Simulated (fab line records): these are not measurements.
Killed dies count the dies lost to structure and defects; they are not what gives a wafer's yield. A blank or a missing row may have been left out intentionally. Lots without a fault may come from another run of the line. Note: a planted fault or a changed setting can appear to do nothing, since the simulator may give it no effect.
Struck lot and sound lot, side by side	flow rit_cmos	44 steps out of a route of 202
Sound: the wafers L411.2, L411.3, L411.4. Struck: wafers L418.1, L418.4, L418.5. Last of all comes the cause.
For every step that has rows: the tool of each side, followed by ch and its chambers, followed by its first start. Under that, the readings that differ: sound wafers	struck wafers	difference of the means	sigmas: that difference in standard deviations of wafers without a fault.
alike: a reading whose means differ by less than 2 such deviations, as well as words and numbers matching on both sides. not compared: withheld readings; readings where some wafer has no value; bounds like >300 that might hide an equal value; numbers whose values overlap and for which the record gives no deviation.
A row with sigmas, a row that says differs or no value, or rows on one side alone: a step with any of these is where the two part. Non-overlapping numbers with no deviation appear without sigmas and do not part them. Lack of a reading on every wafer of one side parts them only where that side has two or more wafers.

first, 2 steps without rows for these wafers: RIT_NLDD_HARDBAKE_07 (time 60 s); RIT_NLDD_IMPLANT_08.
RIT_NLDD_STRIP_09: strips in O2, time 180 s.
  sound on plasma_asher-02 ch 0,1, day 4 00:32; struck on plasma_asher-03 ch 0,1, day 5 07:05
  alike: drypump_motor_current_A
  not compared: rf_hours_counter_h
RIT_NLDD_TW_MEAS_10:
  struck on film_metro-01, day 5 07:15; sound on film_metro-01, day 4 00:43
  alike: NLDD_TW
then, 6 steps without rows for these wafers: RIT_PLDD_HMDS_00 (prime time 60 s); RIT_PLDD_COAT_01 (resist thk 1000 nm); RIT_PLDD_SOFTBAKE_02 (time 60 s); RIT_PLDD_EXPOSE_03 (exposes mask M8, target cd 40900 nm); RIT_PLDD_PEB_04; RIT_PLDD_DEVELOP_05 (develop time 50 s).
RIT_PLDD_OVL_MEAS_06:
  struck on overlay-02, day 5 08:17; sound on overlay-01, day 4 01:38
  alike: PLDD_OVL
then, 1 step without rows for these wafers: RIT_PLDD_HARDBAKE_07 (time 60 s).
RIT_PLDD_IMPLANT_08:
  sound on implanter-04 ch 0, day 4 01:50; struck on implanter-03 ch 0, day 5 08:28
reading	sound	struck	difference	sigmas
dose_ions_cm2	9.012e+14 8.992e+14 9.002e+14	1.7413e+15 1.7428e+15 1.7412e+15	+8.4157e+14	+99 or more
end_station_pressure_torr (Torr)	6.7e-06 7.4e-06 7.2e-06	1.05e-05 9.9e-06 8.6e-06	+2.57e-06	+7
faraday_current_uA	2709 2865 2845	5266 5560 5390	+2599	+43
  alike: beam_energy_keV
RIT_PLDD_STRIP_09: strips in O2, time 180 s.
  sound on plasma_asher-01 ch 0,1, day 4 01:58; struck on plasma_asher-03 ch 0,1, day 5 08:37
  alike: drypump_motor_current_A
  not compared: rf_hours_counter_h
RIT_PLDD_TW_MEAS_10:
  struck on film_metro-01, day 5 08:48; sound on film_metro-02, day 4 02:08
reading	sound	struck	difference	sigmas
PLDD_TW	2332 2331 2335	2750 2749 2742	+414	+20
then, 4 steps without rows for these wafers: RIT_SPACER_CLEAN_00 (cleans in SC1, time 600 s); RIT_SPACER_CLEAN_01 (cleans in dHF, time 30 s); RIT_SPACER_CLEAN_02 (cleans in SC2, time 600 s); RIT_SPACER_CVD_03 (deposits Si3N4 from SiH2Cl2/NH3, target thk 250 nm, time 3300 s).
RIT_SPACER_THK_MEAS_04:
  struck on film_metro-01, day 5 11:33; sound on film_metro-01, day 4 05:28
  alike: SPACER_NITRIDE_THK
RIT_SPACER_ETCHBACK_05: etches Si3N4 in SF6/CHF3, stops on SiO2, target depth 250 nm, time 240 s.
  sound on rie_diel-03 ch 1,2,3, day 4 05:31; struck on rie_diel-03 ch 1,2, day 5 11:37
  alike: CHF3_flow_sccm, drypump_motor_current_A, oes_product_au, throttle_valve_pct
  not compared: rf_hours_counter_h
then, 6 steps without rows for these wafers: RIT_NSD_HMDS_00 (prime time 60 s); RIT_NSD_COAT_01 (resist thk 1000 nm); RIT_NSD_SOFTBAKE_02 (time 60 s); RIT_NSD_EXPOSE_03 (exposes mask M9, target cd 40700 nm); RIT_NSD_PEB_04; RIT_NSD_DEVELOP_05 (develop time 50 s).
RIT_NSD_OVL_MEAS_06:
  struck on overlay-01, day 5 12:37; sound on overlay-02, day 4 06:50
  alike: NSD_OVL
then, 2 steps without rows for these wafers: RIT_NSD_HARDBAKE_07 (time 60 s); RIT_NSD_IMPLANT_08.
RIT_NSD_STRIP_09: strips in O2, time 180 s.
  sound on plasma_asher-01 ch 0,1, day 4 07:10; struck on plasma_asher-04 ch 0,1, day 5 12:57
  alike: drypump_motor_current_A
  not compared: rf_hours_counter_h
RIT_NSD_TW_MEAS_10:
  struck on film_metro-01, day 5 13:08; sound on film_metro-03, day 4 07:21
reading	sound	struck	difference	sigmas
NSD_TW	3064 3067 3077	3150 3170 3136	+83	+3
then, 6 steps without rows for these wafers: RIT_PSD_HMDS_00 (prime time 60 s); RIT_PSD_COAT_01 (resist thk 1000 nm); RIT_PSD_SOFTBAKE_02 (time 60 s); RIT_PSD_EXPOSE_03 (exposes mask M10, target cd 40900 nm); RIT_PSD_PEB_04; RIT_PSD_DEVELOP_05 (develop time 50 s).
RIT_PSD_OVL_MEAS_06:
  struck on overlay-01, day 5 14:10; sound on overlay-01, day 4 08:29
reading	sound	struck	difference	sigmas
PSD_OVL (nm)	-2.8 -2.0 -1.7	0.1 0.8 0.3	+2.6	+2
then, 2 steps without rows for these wafers: RIT_PSD_HARDBAKE_07 (time 60 s); RIT_PSD_IMPLANT_08.
RIT_PSD_STRIP_09: strips in O2, time 180 s.
  sound on plasma_asher-02 ch 0,1, day 4 08:49; struck on plasma_asher-03 ch 0,1, day 5 14:30
  alike: drypump_motor_current_A
  not compared: rf_hours_counter_h
RIT_SDANNEAL_RS_MEAS_06: the measuring method here is four-point-probe.
  struck on film_metro-03, day 5 15:24; sound on film_metro-01, day 4 09:44
reading	sound	struck	difference	sigmas
PLDD_RS (ohm/sq)	178.3 178.2 178.1	153.1 152.9 152.7	-25.3	-55
RIT_M1_PROBE_99:
  struck on prober-01, day 5 22:49; sound on prober-02, day 4 17:41
reading	sound	struck	difference	sigmas
model.etest.pmos_turned.r_on_ohm_um	3312 3362 3290	3240 3183 3149	-131	
model.etest.pmos_0p15.r_on_ohm_um	2675 2730 2708	2632 2607 2562	-104	
model.etest.pldd.rs_ohm_sq	475.6 479.1 466.9	325.2 330.7 327.1	-146.2	
model.etest.pldd.line_ohm_um	150 150.1 145.1	102.7 102.5 103.9	-45.4	
model.etest.pmos_turned.drive_ua_um	201.4 197.2 202.9	206.9 210.8 216.2	+10.8	
model.etest.pmos_0p15.drive_ua_um	263.3 259.3 265.5	269.1 270.9 280.1	+10.7	
  alike: killed_at_contacts, killed_at_front_end, killed_dies, killed_open, killed_short
  not compared: model.etest.pmos_0p3.r_on_ohm_um, model.etest.pmos_0p3.drive_ua_um

== WHERE THEY PART ==
Last at RIT_SDANNEAL_RS_MEAS_06 as far as this record goes, first at RIT_PLDD_IMPLANT_08. Later steps at which nothing parts them and some readings are alike: RIT_M1_PROBE_99.

WHY: the cause the simulator had injected
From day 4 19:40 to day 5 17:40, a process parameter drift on implanter-03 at RIT_PLDD_IMPLANT_08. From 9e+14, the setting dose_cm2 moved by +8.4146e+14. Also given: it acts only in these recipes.
